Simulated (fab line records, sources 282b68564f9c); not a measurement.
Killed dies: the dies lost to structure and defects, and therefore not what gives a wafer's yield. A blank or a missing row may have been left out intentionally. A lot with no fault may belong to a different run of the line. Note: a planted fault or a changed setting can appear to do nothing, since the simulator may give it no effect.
Code-filled problem report in 8D (eight disciplines) form | flow rit_cmos | the parts of the form that need people (team, actions taken, sign-off) are left out

## 1. WHAT IS WRONG
Wafers free of any fault read 946 (standard deviation 12) for PWELL_TW at RIT_PWELL_TW_MEAS_10, against a mean of 1072 on 6 wafers of 2 lots. That is +11 standard deviations from the usual mean.
First observed at day 3 11:02: wafer L207.3, on film_metro-04. At this step, 42 wafers from 14 lots have a number in the record. Rule for "out" (also "out of limits"): further than 4 standard deviations from the usual mean. Any other wafer with a number is counted as sound.

## 2. WHAT IT IS; WHAT IT IS NOT
question                    | is                           | is not
which readings at this step | PWELL_TW                     | -
which lots                  | L207, L208                   | L200, L201, L202, L204, L205, L206, L209, L215, L220, L221, L222, L223
which wafers of those lots  | all that have a number       | -
read on which gauges        | film_metro-02, film_metro-04 | film_metro-01
when                        | from day 3 11:02             | up to then (18 sound wafers); but 18 sound wafers of L209, L215, L220, L221, L222, L223 came after

## 3. SUSPECTS, AND WHAT RULES EACH OUT
Counting: a tool stays on the suspect list if, at a process step up to the reading, it processed all lots that are out and no sound lot following the first of them.
- the gauge at RIT_PWELL_TW_MEAS_10 has been ruled out. Those wafers that are out were read across 2 gauges (film_metro-02, film_metro-04).
- implanter-04 at RIT_PWELL_IMPLANT_08: ruled out as a lasting fault. The sound lots L221, L223 went through it after L207, its earliest lot that is out (day 3 10:44).
Left after counting: nothing in the record.

## 4. THE CAUSE (what the simulator had put in)
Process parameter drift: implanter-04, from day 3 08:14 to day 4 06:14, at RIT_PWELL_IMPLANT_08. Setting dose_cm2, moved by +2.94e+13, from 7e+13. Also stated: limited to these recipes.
Counting ruled it out, wrongly: the rule takes a fault to strike every lot that its tool runs from its start on, and this one did not.

## 5. THE CHAIN OF EFFECTS, in route order
Each row: a reading whose mean over the struck wafers that have a number lies more than 3 standard deviations from the usual. Readings are gone through only where the record gives a usual standard deviation; hours: the median, over the lots, of the time from a lot's start at the first step in this table giving one to that lot's start at this step; sigmas: the change measured in usual standard deviations.
hours | step                     | reading            | usual        | on struck wafers | change | sigmas
0     | RIT_PWELL_IMPLANT_08     | dose_ions_cm2      | 7e+13        | 1e+14            | +3e+13 | +99 or more
0     | RIT_PWELL_IMPLANT_08     | faraday_current_uA | 222          | 318              | +96    | +21
0     | RIT_PWELL_TW_MEAS_10     | PWELL_TW           | 946          | 1072             | +126   | +11
6     | RIT_WELLDRIVE_RS_MEAS_02 | PWELL_RS           | 429.3 ohm/sq | 344.6            | -84.7  | -71
It contains these process steps:
- RIT_PWELL_IMPLANT_08

## 6. WHAT WOULD HAVE CAUGHT IT SOONER
In this record the first reading out of limits at a measuring or inspecting step was taken at day 3 11:02, 3 hours after the fault began at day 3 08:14.
At RIT_PWELL_IMPLANT_08, the tool's own readings (dose_ions_cm2, faraday_current_uA) were out on each struck wafer the step has a row for, so an alarm limit on them would have fired on the first such wafer.
